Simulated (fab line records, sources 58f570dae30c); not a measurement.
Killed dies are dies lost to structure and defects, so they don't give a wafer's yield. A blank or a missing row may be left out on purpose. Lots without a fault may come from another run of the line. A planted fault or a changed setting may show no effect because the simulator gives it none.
Problem report in the 8D (eight disciplines) form, filled by code | flow berkeley_cmos170 | the parts of the form that need people (team, actions taken, sign-off) are left out

1. THE PROBLEM
oes_product_au at UCB170_CONTACT_ETCH_18 reads a mean of 0.694 a.u. on 6 wafers of 2 lots; wafers without a fault read 0.892 a.u. with a standard deviation of 0.015. That is -13 standard deviations from the usual mean.
The step: etches PSG in CHF3/CF4/Ar, stops on TiSi2, target depth 840 nm, time 195 s.
First seen on wafer L455.2, day 10 05:00, on rie_diel-02. The record holds 18 wafers of 6 lots with a number at this step. Rule for "out", or "out of limits": more than 4 standard deviations from the usual mean. The other wafers with a number count as sound.

2. WHAT IT IS AND WHAT IT IS NOT
question                    | is                     | is not
which readings at this step | oes_product_au         | drypump_motor_current_A, throttle_valve_pct
which lots                  | L455, L460             | L442, L450, L452, L459
which wafers of those lots  | all that have a number | -
read on which tools         | rie_diel-02            | rie_diel-01, rie_diel-03
when                        | from day 10 05:00      | up to then (9 sound wafers); but 3 sound wafers of L459 came after

3. SUSPECTS, AND WHAT RULES EACH OUT
Counting: a tool at a process step up to the reading stays a suspect if it ran every lot that is out and no sound lot after the first of them.
- plasma_asher-01 at UCB170_CONTACT_STRIP_06 (strips in O2): ruled out as a lasting fault. Sound lots L459 ran on it after its first lot that is out, L455 (day 10 03:50).
- rtp_anneal-02 at UCB170_CONTACT_RTA_08 (time 10 s): ruled out as a lasting fault. Sound lots L459 ran on it after its first lot that is out, L455 (day 10 04:08).
- rie_diel-02 at UCB170_CONTACT_ETCH_17 (etches BARC in N2/H2): kept. It ran every lot that is out, first L455 (day 10 05:24), and no sound lot after that; its last sound lot up to then is L450 (day 9 04:23).
- rie_diel-02 at UCB170_CONTACT_ETCH_18 (etches PSG in CHF3/CF4/Ar, stops on TiSi2, target depth 840 nm, time 195 s): kept. It ran every lot that is out, first L455 (day 10 05:00), and no sound lot after that; its last sound lot up to then is L450 (day 9 04:00). Its own readings are out on those wafers: oes_product_au.
Left after counting: rie_diel-02 at UCB170_CONTACT_ETCH_17, rie_diel-02 at UCB170_CONTACT_ETCH_18.

4. THE CAUSE (what the simulator had put in)
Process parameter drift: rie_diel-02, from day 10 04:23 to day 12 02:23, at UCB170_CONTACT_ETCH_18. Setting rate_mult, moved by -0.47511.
Counting left 2 suspects, and this tool is among them.

5. THE CHAIN OF EFFECTS, in route order
Each row: a reading whose mean over the struck wafers that have a number lies more than 3 standard deviations from the usual. Only readings for which the record gives a usual standard deviation are gone through. hours: the time from each lot's start at the first step in this table that gives one to its start at this step, as a median over the lots. sigmas: the change in usual standard deviations.
hours | step                   | reading        | usual      | on struck wafers | change | sigmas
0     | UCB170_CONTACT_ETCH_18 | oes_product_au | 0.892 a.u. | 0.694            | -0.198 | -13
The process steps in it:
- UCB170_CONTACT_ETCH_18: etches PSG in CHF3/CF4/Ar, stops on TiSi2, target depth 840 nm, time 195 s.

6. WHAT WOULD HAVE CAUGHT IT SOONER
In this record the first reading out of limits was taken at day 10 05:00, 1 hour after the fault began at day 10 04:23.
